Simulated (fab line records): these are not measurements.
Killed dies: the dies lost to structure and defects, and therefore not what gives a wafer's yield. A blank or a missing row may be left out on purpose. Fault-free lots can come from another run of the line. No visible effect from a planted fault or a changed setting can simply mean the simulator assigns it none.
The tool behind it: which one? + flow berkeley_cmos170 + Sampling: 14 lots, 42 wafers, 5 of 331 route steps

== WHAT THE GAUGES SHOWED, per wafer ==
UCB170_PFIELD_TW_MEAS_09.
| lot  | measured    | on            | PFIELD_TW   |
|------|-------------|---------------|-------------|
| L719 | day 5 00:01 | film_metro-02 | 605 602 604 |
| L720 | day 5 00:16 | film_metro-04 | 598 599 595 |
| L722 | day 5 11:54 | film_metro-02 | 601 599 605 |
| L724 | day 5 17:43 | film_metro-03 | 597 595 596 |
| L726 | day 5 22:06 | film_metro-02 | 601 603 603 |
| L728 | day 6 12:48 | film_metro-03 | 592 590 597 |
| L730 | day 6 14:11 | film_metro-02 | 599 601 602 |
| L732 | day 7 07:53 | film_metro-02 | 602 599 600 |
| L733 | day 7 08:07 | film_metro-03 | 601 599 600 |
| L735 | day 7 19:11 | film_metro-02 | 597 597 598 |
| L734 | day 8 02:25 | film_metro-04 | 596 595 591 |
| L737 | day 8 02:40 | film_metro-04 | 598 598 599 |
| L738 | day 8 05:00 | film_metro-04 | 596 597 596 |
| L739 | day 8 15:02 | film_metro-03 | 593 592 596 |

UCB170_NVT_OVL_MEAS_06.
| lot  | measured    | on         | NVT_OVL (nm) |
|------|-------------|------------|--------------|
| L719 | day 6 03:28 | overlay-01 | -3 -2 1      |
| L720 | day 6 03:44 | overlay-01 | 2 -3 1       |
| L722 | day 6 13:34 | overlay-02 | 1 3 6        |
| L724 | day 6 18:40 | overlay-02 | 7 11 5       |
| L726 | day 7 01:41 | overlay-02 | 6 9 4        |
| L728 | day 7 21:29 | overlay-02 | 0 6 -1       |
| L730 | day 7 21:23 | overlay-01 | -1 2 3       |
| L732 | day 8 11:20 | overlay-01 | -13 -9 -4    |
| L733 | day 8 10:47 | overlay-01 | -2 -7 -8     |
| L735 | day 8 21:55 | overlay-01 | -1 4 3       |
| L734 | day 9 05:18 | overlay-01 | -7 -13 -10   |
| L737 | day 9 04:43 | overlay-01 | -9 -6 -11    |
| L738 | day 9 05:12 | overlay-02 | 1 -1 -1      |
| L739 | day 9 15:23 | overlay-01 | -1 2 -4      |

UCB170_PVT_TW_MEAS_09.
| lot  | measured    | on            | PVT_TW      |
|------|-------------|---------------|-------------|
| L719 | day 6 06:15 | film_metro-01 | 516 517 520 |
| L720 | day 6 05:43 | film_metro-04 | 504 504 505 |
| L722 | day 6 16:38 | film_metro-04 | 502 506 504 |
| L724 | day 6 21:16 | film_metro-02 | 511 508 505 |
| L726 | day 7 03:35 | film_metro-02 | 475 477 476 |
| L728 | day 8 01:38 | film_metro-01 | 495 495 493 |
| L730 | day 8 01:13 | film_metro-02 | 507 505 505 |
| L732 | day 8 13:31 | film_metro-01 | 525 526 523 |
| L733 | day 8 12:47 | film_metro-01 | 525 522 525 |
| L735 | day 9 00:35 | film_metro-04 | 509 508 507 |
| L734 | day 9 07:20 | film_metro-02 | 509 511 509 |
| L737 | day 9 06:55 | film_metro-04 | 507 504 505 |
| L738 | day 9 07:11 | film_metro-04 | 507 506 508 |
| L739 | day 9 17:53 | film_metro-04 | 506 506 508 |

== TOOL THAT RAN EACH LOT (tool first, then ch and the chambers of the sampled wafers, then the start) ==
| lot  | UCB170_PVT_IMPLANT_07          | UCB170_PVT_STRIP_08                 |
|------|--------------------------------|-------------------------------------|
| L719 | implanter-01 ch 0, day 6 06:00 | plasma_asher-02 ch 0,1, day 6 06:09 |
| L720 | implanter-02 ch 0, day 6 05:28 | plasma_asher-03 ch 0,1, day 6 05:37 |
| L722 | implanter-04 ch 0, day 6 16:23 | plasma_asher-02 ch 0,1, day 6 16:31 |
| L724 | implanter-01 ch 0, day 6 21:02 | plasma_asher-03 ch 0,1, day 6 21:10 |
| L726 | implanter-01 ch 0, day 7 03:21 | plasma_asher-03 ch 0,1, day 7 03:28 |
| L728 | implanter-01 ch 0, day 8 01:24 | plasma_asher-01 ch 0,1, day 8 01:32 |
| L730 | implanter-04 ch 0, day 8 00:58 | plasma_asher-01 ch 0,1, day 8 01:07 |
| L732 | implanter-04 ch 0, day 8 13:16 | plasma_asher-02 ch 0,1, day 8 13:25 |
| L733 | implanter-04 ch 0, day 8 12:32 | plasma_asher-01 ch 0,1, day 8 12:41 |
| L735 | implanter-04 ch 0, day 9 00:22 | plasma_asher-02 ch 0,1, day 9 00:30 |
| L734 | implanter-02 ch 0, day 9 07:07 | plasma_asher-02 ch 0,1, day 9 07:14 |
| L737 | implanter-02 ch 0, day 9 06:40 | plasma_asher-03 ch 0,1, day 9 06:49 |
| L738 | implanter-02 ch 0, day 9 06:56 | plasma_asher-02 ch 0, day 9 07:05   |
| L739 | implanter-04 ch 0, day 9 17:38 | plasma_asher-01 ch 0,1, day 9 17:47 |
- UCB170_PVT_IMPLANT_07
- UCB170_PVT_STRIP_08: strips in O2.

== AS READ BY THE TOOLS THEMSELVES (means over the sampled wafers that have a number; for cases with no such wafer, the mark the record gives instead) ==
UCB170_PVT_IMPLANT_07.
| lot  | tool         | dose_ions_cm2 | end_station_pressure_torr (Torr) | faraday_current_uA |
|------|--------------|---------------|----------------------------------|--------------------|
| L719 | implanter-01 | 1.9971e+12    | 5e-06                            | 6.38               |
| L720 | implanter-02 | 1.9997e+12    | 5e-06                            | 6.45               |
| L722 | implanter-04 | 2.0003e+12    | 5e-06                            | 6.31               |
| L724 | implanter-01 | 1.9996e+12    | 5e-06                            | 6.42               |
| L726 | implanter-01 | 1.6574e+12    | 5e-06                            | 5.35               |
| L728 | implanter-01 | 1.6640e+12    | 5e-06                            | 5.30               |
| L730 | implanter-04 | 2.0004e+12    | 5e-06                            | 6.42               |
| L732 | implanter-04 | 1.9973e+12    | 5e-06                            | 6.36               |
| L733 | implanter-04 | 2.0004e+12    | 5e-06                            | 6.37               |
| L735 | implanter-04 | 1.9988e+12    | 5e-06                            | 6.30               |
| L734 | implanter-02 | 2.0005e+12    | 5e-06                            | 6.43               |
| L737 | implanter-02 | 2.0008e+12    | 5e-06                            | 6.41               |
| L738 | implanter-02 | 1.9982e+12    | 5e-06                            | 6.26               |
| L739 | implanter-04 | 2.0006e+12    | 5e-06                            | 6.36               |

UCB170_PVT_STRIP_08.
| lot  | tool            | drypump_motor_current_A (A) | oes_product_au (a.u.) | strip_time_to_endpoint_s (s) |
|------|-----------------|-----------------------------|-----------------------|------------------------------|
| L719 | plasma_asher-02 | 6.1                         | 0.735                 | 21.68                        |
| L720 | plasma_asher-03 | 6.4                         | 0.732                 | 21.66                        |
| L722 | plasma_asher-02 | 6.1                         | 0.738                 | 21.63                        |
| L724 | plasma_asher-03 | 6.4                         | 0.732                 | 21.57                        |
| L726 | plasma_asher-03 | 6.2                         | 0.736                 | 21.67                        |
| L728 | plasma_asher-01 | 4.8                         | 0.731                 | 21.59                        |
| L730 | plasma_asher-01 | 4.9                         | 0.731                 | 21.59                        |
| L732 | plasma_asher-02 | 6.1                         | 0.735                 | 21.66                        |
| L733 | plasma_asher-01 | 4.9                         | 0.737                 | 21.61                        |
| L735 | plasma_asher-02 | 5.8                         | 0.734                 | 21.68                        |
| L734 | plasma_asher-02 | 6.2                         | 0.736                 | 21.61                        |
| L737 | plasma_asher-03 | 6.4                         | 0.736                 | 21.62                        |
| L738 | plasma_asher-02 | 6.5                         | 0.734                 | 21.71                        |
| L739 | plasma_asher-01 | 4.8                         | 0.734                 | 21.59                        |

== THE ANSWER, worked out from the rows above alone ==
Rule: usual is defined by the lots themselves. Put in order of their means at a reading, lots are off if they are a third of the lots or fewer, leave a main group of 4 or more, and stand apart from it by a gap of 3 or more times the standard deviation of the main group's means; of several such gaps the widest counts. The tables above print the reading to a certain number of digits; a main group whose means all agree to those digits is not used. A lot without any number at a reading at which 4 lots or more have one is off too. All remaining lots with rows at the step are treated as sound. First the gauges in route order, then the tools' own readings, where a lot's mean is used as printed above. The first step at which some lot is off is used, and at that step the reading that is off furthest; a lot without a number counts as furthest.
Off: L726, L728 (UCB170_PVT_IMPLANT_07, dose_ions_cm2). Mean 1.9995e+12 and standard deviation 1.3e+09 in the main group.
A tool fits if, at that step or a process step before it, it ran every lot that is off, and no sound lot after the first of them. One fits: implanter-01 at UCB170_PVT_IMPLANT_07. Its last sound lot is L724 (day 6 21:02), its first lot that is off L726 (day 7 03:21): a fault that began between those two fits.
The tool's own readings at UCB170_PVT_IMPLANT_07 bear it out: on the lots that are off they differ by more than 5 times the standard deviation of the sound lots' means. dose_ions_cm2 reads 1.6607e+12 there against 1.9995e+12 on the sound lots; faraday_current_uA reads 5.32 there against 6.37 on the sound lots.

== WHAT THE SIMULATOR HAD INSERTED ==
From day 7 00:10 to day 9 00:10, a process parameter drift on implanter-01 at UCB170_PVT_IMPLANT_07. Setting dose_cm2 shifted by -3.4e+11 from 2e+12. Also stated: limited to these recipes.
Shown lots that were struck: L726, L728. The rule given above showed the same thing.
